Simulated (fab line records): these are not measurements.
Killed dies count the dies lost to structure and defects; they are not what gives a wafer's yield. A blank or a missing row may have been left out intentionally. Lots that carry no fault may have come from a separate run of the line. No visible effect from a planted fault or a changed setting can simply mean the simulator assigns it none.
Lot-split experiment :: flow rit_cmos :: on a route of 202 steps: 5 lots, 23 wafers read

== THE SPLIT ==
At RIT_NRETRO_IMPLANT_08, the setting energy_kev was moved away from the recipe's 70 on 6 of the 23 wafers read, by -5.6% to +3.2%. All remaining wafers had this setting at the recipe value.

The reading is taken at the split's own step.

== THE READING ==
In nm, at RIT_NRETRO_IMPLANT_08: implant.drp_nm, which is the simulator's own figure and was read by no gauge. The file does not state a usual value for it.

wafer: L076.1
tool, chamber at the split: implanter-01, 0
energy_kev as run: 70
against the recipe: recipe
implant.drp_nm, nm: 33.94
against lot-mates on the recipe: -

wafer: L076.3
tool, chamber at the split: implanter-01, 0
energy_kev as run: 70
against the recipe: recipe
implant.drp_nm, nm: 33.94
against lot-mates on the recipe: -

wafer: L076.4
tool, chamber at the split: implanter-01, 0
energy_kev as run: 70
against the recipe: recipe
implant.drp_nm, nm: 33.94
against lot-mates on the recipe: -

wafer: L076.5
tool, chamber at the split: implanter-01, 0
energy_kev as run: 70
against the recipe: recipe
implant.drp_nm, nm: 33.94
against lot-mates on the recipe: -

wafer: L076.6
tool, chamber at the split: implanter-01, 0
energy_kev as run: 70
against the recipe: recipe
implant.drp_nm, nm: 33.94
against lot-mates on the recipe: -

wafer: L077.1
tool, chamber at the split: implanter-04, 0
energy_kev as run: 70
against the recipe: recipe
implant.drp_nm, nm: 33.94
against lot-mates on the recipe: -

wafer: L077.5
tool, chamber at the split: implanter-04, 0
energy_kev as run: 70
against the recipe: recipe
implant.drp_nm, nm: 33.94
against lot-mates on the recipe: -

wafer: L077.6
tool, chamber at the split: implanter-04, 0
energy_kev as run: 70
against the recipe: recipe
implant.drp_nm, nm: 33.94
against lot-mates on the recipe: -

wafer: L078.1
tool, chamber at the split: implanter-04, 0
energy_kev as run: 70
against the recipe: recipe
implant.drp_nm, nm: 33.94
against lot-mates on the recipe: -

wafer: L078.2
tool, chamber at the split: implanter-04, 0
energy_kev as run: 70
against the recipe: recipe
implant.drp_nm, nm: 33.94
against lot-mates on the recipe: -

wafer: L078.4
tool, chamber at the split: implanter-04, 0
energy_kev as run: 70
against the recipe: recipe
implant.drp_nm, nm: 33.94
against lot-mates on the recipe: -

wafer: L078.5
tool, chamber at the split: implanter-04, 0
energy_kev as run: 70
against the recipe: recipe
implant.drp_nm, nm: 33.94
against lot-mates on the recipe: -

wafer: L078.6
tool, chamber at the split: implanter-04, 0
energy_kev as run: 70
against the recipe: recipe
implant.drp_nm, nm: 33.94
against lot-mates on the recipe: -

wafer: L081.1
tool, chamber at the split: implanter-03, 0
energy_kev as run: 66.11
against the recipe: -5.6%
implant.drp_nm, nm: 32.32
against lot-mates on the recipe: -1.62

wafer: L081.2
tool, chamber at the split: implanter-03, 0
energy_kev as run: 66.11
against the recipe: -5.6%
implant.drp_nm, nm: 32.32
against lot-mates on the recipe: -1.62

wafer: L081.5
tool, chamber at the split: implanter-03, 0
energy_kev as run: 66.11
against the recipe: -5.6%
implant.drp_nm, nm: 32.32
against lot-mates on the recipe: -1.62

wafer: L081.4
tool, chamber at the split: implanter-03, 0
energy_kev as run: 70
against the recipe: recipe
implant.drp_nm, nm: 33.94
against lot-mates on the recipe: -

wafer: L081.6
tool, chamber at the split: implanter-03, 0
energy_kev as run: 70
against the recipe: recipe
implant.drp_nm, nm: 33.94
against lot-mates on the recipe: -

wafer: L085.2
tool, chamber at the split: implanter-01, 0
energy_kev as run: 70
against the recipe: recipe
implant.drp_nm, nm: 33.94
against lot-mates on the recipe: -

wafer: L085.3
tool, chamber at the split: implanter-01, 0
energy_kev as run: 70
against the recipe: recipe
implant.drp_nm, nm: 33.94
against lot-mates on the recipe: -

wafer: L085.4
tool, chamber at the split: implanter-01, 0
energy_kev as run: 72.27
against the recipe: +3.2%
implant.drp_nm, nm: 34.86
against lot-mates on the recipe: +0.92

wafer: L085.5
tool, chamber at the split: implanter-01, 0
energy_kev as run: 72.27
against the recipe: +3.2%
implant.drp_nm, nm: 34.86
against lot-mates on the recipe: +0.92

wafer: L085.6
tool, chamber at the split: implanter-01, 0
energy_kev as run: 72.27
against the recipe: +3.2%
implant.drp_nm, nm: 34.86
against lot-mates on the recipe: +0.92

THE FIT
A straight line over all 23 wafers: implant.drp_nm changes by +0.289 nm for each +1% of energy_kev; r = +1.00; the points scatter about the line by 0.0072 nm.
The same after taking each lot's own level away (the mean of its wafers on the recipe; 23 wafers): +0.289 nm for each +1%; r = +1.00; scatter 0.0072 nm.
The reading moves by 1.6 nm for the largest change in energy_kev, on that fit.
The lots' own levels span 33.940 to 33.940 nm.
Hence the lot-to-lot level has little effect on the slope; both slopes agree.
Check: for one of the wafers moved furthest among these (-5.6%), held out of the fit, the line's prediction against its lot-mates is -1.61 nm. It came out at -1.62 nm against them.

== THESE WAFERS: OTHER SPLITS ==
Before the reading, these wafers also passed through other splits. Each is held against what the fit with the lots' levels taken away leaves over:
other split on the same wafers: RIT_ACTIVE_CVD_03 time_s
wafers away from the commonest value: 18
r with implant.drp_nm (lot level and that fit taken away): -0.12

other split on the same wafers: RIT_ACTIVE_DEVELOP_10 develop_time_s
wafers away from the commonest value: 8
r with implant.drp_nm (lot level and that fit taken away): +0.33

other split on the same wafers: RIT_ACTIVE_CLEAN_15 time_s
wafers away from the commonest value: 10
r with implant.drp_nm (lot level and that fit taken away): -0.01

other split on the same wafers: RIT_FOX1_OXIDATION_00 temp_c
wafers away from the commonest value: 18
r with implant.drp_nm (lot level and that fit taken away): -0.52

other split on the same wafers: RIT_NWELL_IMPLANT_08 energy_kev
wafers away from the commonest value: 10
r with implant.drp_nm (lot level and that fit taken away): +0.43

other split on the same wafers: RIT_PWELL_IMPLANT_08 energy_kev
wafers away from the commonest value: 8
r with implant.drp_nm (lot level and that fit taken away): -0.25

other split on the same wafers: RIT_NRETRO_COAT_01 spin_rpm
wafers away from the commonest value: 8
r with implant.drp_nm (lot level and that fit taken away): +0.63

== THE WHOLE CHAIN: every reading that the file lists as answering this split, in the file's order ==
step: RIT_NRETRO_IMPLANT_08
what it does: 
reading: implant.rp_nm (the simulator's own value, which no gauge read)
change (the file's fit): +0.872 nm for each +1% of the setting
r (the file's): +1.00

step: RIT_NRETRO_IMPLANT_08
what it does: 
reading: implant.drp_nm (the simulator's own value, which no gauge read)
change (the file's fit): +0.289 nm for each +1% of the setting
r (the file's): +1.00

== THE FILE'S OWN FIT ==
implant.drp_nm changes by +0.289 nm for each +1% of energy_kev, r = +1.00.
